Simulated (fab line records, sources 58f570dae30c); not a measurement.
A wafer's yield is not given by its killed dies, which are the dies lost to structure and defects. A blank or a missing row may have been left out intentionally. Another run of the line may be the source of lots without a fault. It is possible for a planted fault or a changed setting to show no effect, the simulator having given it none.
Matching of chambers / flow berkeley_cmos170 / UCB170_V2_CMP_02 on cmp-02 has 4 sister chambers
The step polishes SiO2. 16 wafers are shown with their chamber, then 8 later ones without.

== EACH WAFER AND ITS CHAMBER ==
wafer=L375.1; chamber=3; motor_current_A (A)=17.2; edge_zone_pressure_frac=1.005
wafer=L375.5; chamber=1; motor_current_A (A)=15.7; edge_zone_pressure_frac=1.003
wafer=L375.6; chamber=0; motor_current_A (A)=17.0; edge_zone_pressure_frac=0.986
wafer=L376.1; chamber=0; motor_current_A (A)=16.0; edge_zone_pressure_frac=1.006
wafer=L376.3; chamber=3; motor_current_A (A)=16.7; edge_zone_pressure_frac=0.995
wafer=L376.5; chamber=3; motor_current_A (A)=16.7; edge_zone_pressure_frac=0.997
wafer=L378.2; chamber=1; motor_current_A (A)=15.8; edge_zone_pressure_frac=1.007
wafer=L378.4; chamber=0; motor_current_A (A)=17.4; edge_zone_pressure_frac=1.001
wafer=L378.5; chamber=1; motor_current_A (A)=16.3; edge_zone_pressure_frac=1.009
wafer=L382.1; chamber=3; motor_current_A (A)=16.6; edge_zone_pressure_frac=0.998
wafer=L382.2; chamber=0; motor_current_A (A)=16.5; edge_zone_pressure_frac=0.998
wafer=L382.5; chamber=1; motor_current_A (A)=16.0; edge_zone_pressure_frac=1.001
wafer=L384.1; chamber=2; motor_current_A (A)=17.0; edge_zone_pressure_frac=0.995
wafer=L384.2; chamber=0; motor_current_A (A)=16.7; edge_zone_pressure_frac=0.994
wafer=L384.3; chamber=1; motor_current_A (A)=15.7; edge_zone_pressure_frac=1.004
wafer=L386.3; chamber=0; motor_current_A (A)=17.5; edge_zone_pressure_frac=0.994

SIGNATURES, as means of the wafers listed above
reading=motor_current_A; chamber 0=16.850; chamber 1=15.900; chamber 2=17.000; chamber 3=16.800; scatter within a chamber=0.418
reading=edge_zone_pressure_frac; chamber 0=0.99650; chamber 1=1.00480; chamber 2=0.99500; chamber 3=0.99875; scatter within a chamber=0.00527
Rule: for each reading, subtract the chamber's mean from the wafer's reading, divide by that reading's scatter and square the result; add these up over the readings and take the root, which gives the wafer's distance from the chamber. If the next closest chamber is less than 2 further off than the closest, the wafer can't be placed; otherwise it belongs to the closest. How the scatter is found: for the shown wafers, subtract from each reading the mean of its chamber, square and add these, divide the total by (wafers less chambers), then take the root.

== WAFERS WHOSE CHAMBER IS MISSING ==
wafer=L386.4; motor_current_A (A)=16.1; edge_zone_pressure_frac=0.994
wafer=L386.6; motor_current_A (A)=16.4; edge_zone_pressure_frac=0.999
wafer=L389.2; motor_current_A (A)=16.9; edge_zone_pressure_frac=0.996
wafer=L389.5; motor_current_A (A)=15.2; edge_zone_pressure_frac=1.001
wafer=L390.4; motor_current_A (A)=16.4; edge_zone_pressure_frac=1.008
wafer=L390.5; motor_current_A (A)=16.8; edge_zone_pressure_frac=1.003
wafer=L388.3; motor_current_A (A)=15.9; edge_zone_pressure_frac=0.990
wafer=L388.4; motor_current_A (A)=15.8; edge_zone_pressure_frac=0.997

== EACH ONE'S CHAMBER ==
wafer=L386.4; from the rows above=can't be placed: 0 or 3 or 1 or 2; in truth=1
wafer=L386.6; from the rows above=can't be placed: 3 or 0 or 2 or 1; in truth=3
wafer=L389.2; from the rows above=can't be placed: 0 or 2 or 3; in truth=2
wafer=L389.5; from the rows above=1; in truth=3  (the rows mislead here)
wafer=L390.4; from the rows above=can't be placed: 1 or 3 or 0 or 2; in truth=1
wafer=L390.5; from the rows above=can't be placed: 3 or 0 or 2 or 1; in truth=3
wafer=L388.3; from the rows above=can't be placed: 0 or 3 or 2 or 1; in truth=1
wafer=L388.4; from the rows above=can't be placed: 1 or 3 or 0 or 2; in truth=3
Correct placement for 0 of the 8. Unplaceable from these rows: 7, with the true chamber sitting among the candidates in 7. Number placed wrongly: 1.
